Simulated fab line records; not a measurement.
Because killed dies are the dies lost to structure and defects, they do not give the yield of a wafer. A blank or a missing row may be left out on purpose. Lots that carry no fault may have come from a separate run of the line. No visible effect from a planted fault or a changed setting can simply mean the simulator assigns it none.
Matching of chambers	flow berkeley_cmos170	rie_diel-03 running UCB170_SPACER_ETCHBACK_03: 3 sister chambers
The step etches SiO2 in CHF3/CF4/Ar, stops on Si, target depth 376 nm, time 100 s. 16 wafers are shown with their chamber, then 7 later ones without.

WAFERS WITH THEIR CHAMBER
wafer	chamber	drypump_motor_current_A (A)	throttle_valve_pct (%)	oes_product_au (a.u.)
L189.1	3	5.2	6.54	0.878
L189.2	1	5.9	6.70	0.892
L189.5	1	5.9	6.68	0.889
L190.1	0	5.3	6.20	0.927
L190.2	3	5.2	6.53	0.877
L190.4	1	5.9	6.68	0.911
L193.1	3	5.2	6.54	0.880
L193.4	0	5.3	6.18	0.914
L193.6	1	6.0	6.69	0.888
L195.2	0	5.3	6.22	0.921
L195.4	1	5.9	6.67	0.929
L195.6	3	5.2	6.55	0.895
L198.2	3	5.2	6.55	0.875
L198.4	0	5.3	6.23	0.918
L198.5	0	5.3	6.20	0.922
L200.1	0	5.3	6.20	0.904

SIGNATURES, as means of the wafers listed above
reading	chamber 0	chamber 1	chamber 3	scatter within a chamber
drypump_motor_current_A	5.300	5.920	5.200	0.0248
throttle_valve_pct	6.2050	6.6840	6.5420	0.0134
oes_product_au	0.91767	0.90180	0.88100	0.0119
Rule: distance of a wafer from a chamber = root of the sum over the readings of ((wafer's reading minus chamber's mean) / reading's scatter) squared. The wafer belongs to the nearest chamber; if the next one is less than 2 further off, it can't be placed. The scatter is the square root of a quotient: the sum, over the shown wafers, of each reading's squared deviation from its chamber's mean, divided by wafers minus chambers.

WAFERS MISSING THEIR CHAMBER
wafer	drypump_motor_current_A (A)	throttle_valve_pct (%)	oes_product_au (a.u.)
L200.3	5.2	6.52	0.888
L200.5	5.2	6.54	0.900
L202.3	5.9	6.69	0.911
L202.5	5.2	6.55	0.924
L211.1	5.9	6.68	0.889
L211.2	5.2	6.55	0.896
L211.4	5.3	6.21	0.924

WHICH CHAMBER EACH WENT THROUGH
wafer	from the rows above	in truth
L200.3	3	3
L200.5	3	3
L202.3	1	1
L202.5	3	3
L211.1	1	1
L211.2	3	3
L211.4	0	0
Correctly placed: 7 of 7. Left unplaced by these rows: 0. Wrongly placed: 0.
